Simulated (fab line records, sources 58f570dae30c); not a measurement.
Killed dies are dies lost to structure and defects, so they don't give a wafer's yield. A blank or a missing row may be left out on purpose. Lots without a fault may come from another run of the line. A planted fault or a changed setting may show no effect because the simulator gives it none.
Which tool did it? | flow berkeley_cmos170 | 15 lots, 45 wafers sampled, at 3 steps of a route of 331

WHAT THE GAUGES READ, wafer by wafer
UCB170_GATE_THK_MEAS_05. Usual: GATE_POLY_THK 214.5 nm, standard deviation 1.8.
lot  | measured     | on            | GATE_POLY_THK (nm) | flag
L321 | day 6 22:19  | film_metro-01 | 215.3 213.1 215.4  |
L322 | day 7 19:50  | film_metro-01 | 213.5 216.0 214.8  |
L325 | day 7 19:50  | film_metro-02 | 216.2 215.2 214.8  |
L324 | day 7 19:53  | film_metro-02 | 214.9 215.9 215.1  |
L326 | day 7 23:29  | film_metro-02 | 214.4 215.7 215.6  |
L329 | day 8 20:16  | film_metro-02 | 215.2 214.4 213.4  |
L330 | day 8 20:17  | film_metro-01 | 216.9 215.0 217.0  |
L334 | day 9 08:41  | film_metro-02 | 213.6 211.7 211.9  |
L332 | day 9 08:44  | film_metro-02 | 210.9 212.5 214.1  |
L336 | day 9 20:53  | film_metro-01 | 214.9 214.8 213.6  |
L335 | day 9 20:54  | film_metro-02 | 216.4 214.7 215.2  |
L339 | day 10 08:49 | film_metro-02 | 213.4 216.3 215.3  |
L340 | day 10 08:52 | film_metro-04 | 215.9 218.7 216.9  |
L341 | day 11 00:26 | film_metro-01 | 214.5 215.5 216.2  |
L344 | day 11 13:22 | film_metro-04 | 212.2 211.0 210.7  |

UCB170_CONTACT_CD_MEAS_15: target cd 700 nm. Usual: cd_nm 700.2 nm, standard deviation 1.4.
lot  | measured     | on        | cd_nm (nm)        | flag
L321 | day 7 18:53  | cd_sem-02 | 699.6 701.2 699.5 |
L322 | day 8 17:10  | cd_sem-02 | 702.9 701.5 701.9 |
L325 | day 8 17:44  | cd_sem-02 | 697.4 698.9 697.6 |
L324 | day 8 19:18  | cd_sem-02 | 702.2 700.3 701.6 |
L326 | day 8 22:11  | cd_sem-02 | 700.4 700.2 700.2 |
L329 | day 9 23:05  | cd_sem-02 | 699.4 700.2 699.9 |
L330 | day 9 21:12  | cd_sem-01 | 700.1 700.4 701.5 |
L334 | day 10 12:14 | cd_sem-02 | 699.7 701.1 699.7 |
L332 | day 10 11:59 | cd_sem-02 | 713.2 713.1 712.6 | OFF
L336 | day 10 20:29 | cd_sem-01 | 713.2 713.1 714.0 | OFF
L335 | day 10 20:11 | cd_sem-02 | 713.4 713.0 712.9 | OFF
L339 | day 11 13:13 | cd_sem-01 | 700.3 699.9 699.7 |
L340 | day 11 12:59 | cd_sem-01 | 699.2 698.2 698.5 |
L341 | day 12 00:28 | cd_sem-01 | 701.8 700.3 703.4 |
L344 | day 12 13:56 | cd_sem-01 | 702.1 702.3 700.9 |

WHICH TOOL RAN EACH LOT (tool, then ch and the chambers of the sampled wafers, then the start)
lot  | UCB170_CONTACT_PEB_13
L321 | litho_track-01 ch 0, day 7 18:33
L322 | litho_track-03 ch 0, day 8 16:53
L325 | litho_track-01 ch 0, day 8 17:28
L324 | litho_track-01 ch 0, day 8 19:02
L326 | litho_track-04 ch 0, day 8 21:55
L329 | litho_track-03 ch 0, day 9 22:48
L330 | litho_track-03 ch 0, day 9 20:56
L334 | litho_track-01 ch 0, day 10 11:00
L332 | litho_track-04 ch 0, day 10 11:00
L336 | litho_track-04 ch 0, day 10 20:13
L335 | litho_track-04 ch 0, day 10 19:55
L339 | litho_track-01 ch 0, day 11 12:58
L340 | litho_track-03 ch 0, day 11 12:43
L341 | litho_track-01 ch 0, day 12 00:12
L344 | litho_track-03 ch 0, day 12 13:40
- UCB170_CONTACT_PEB_13

WHAT THE TOOLS THEMSELVES READ (means of the sampled wafers that have a number; where no wafer has one, the mark that the record gives instead)
The record holds no such reading with a usual standard deviation.

THE ANSWER, worked out from the rows above alone
Rule: a lot is off if the mean of its wafers that have a number lies more than 3 standard deviations from the usual mean. A lot without any number at a reading at which 4 lots or more have one is off too. The other lots that the step has rows for count as sound. The gauges are gone through in route order, then the tools' own readings, and for those a lot's mean is taken as printed above. The first step at which some lot is off is used, and at that step the reading that is off furthest; a lot without a number counts as furthest.
Off: L332, L336, L335, at UCB170_CONTACT_CD_MEAS_15 (cd_nm).
A tool fits if, at a process step before that reading, it ran every lot that is off, and no sound lot after the first of them. The gauges at UCB170_CONTACT_CD_MEAS_15 are tried like those tools. One fits: litho_track-04 at UCB170_CONTACT_PEB_13. Its last sound lot is L326 (day 8 21:55), its first lot that is off L332 (day 10 11:00): a fault that began between those two fits.

WHAT THE SIMULATOR HAD PUT IN
Process parameter drift: litho_track-04, from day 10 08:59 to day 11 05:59, at UCB170_CONTACT_PEB_13. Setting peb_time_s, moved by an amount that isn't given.
Lots struck among those shown: L332, L336, L335. The rule above found the same.
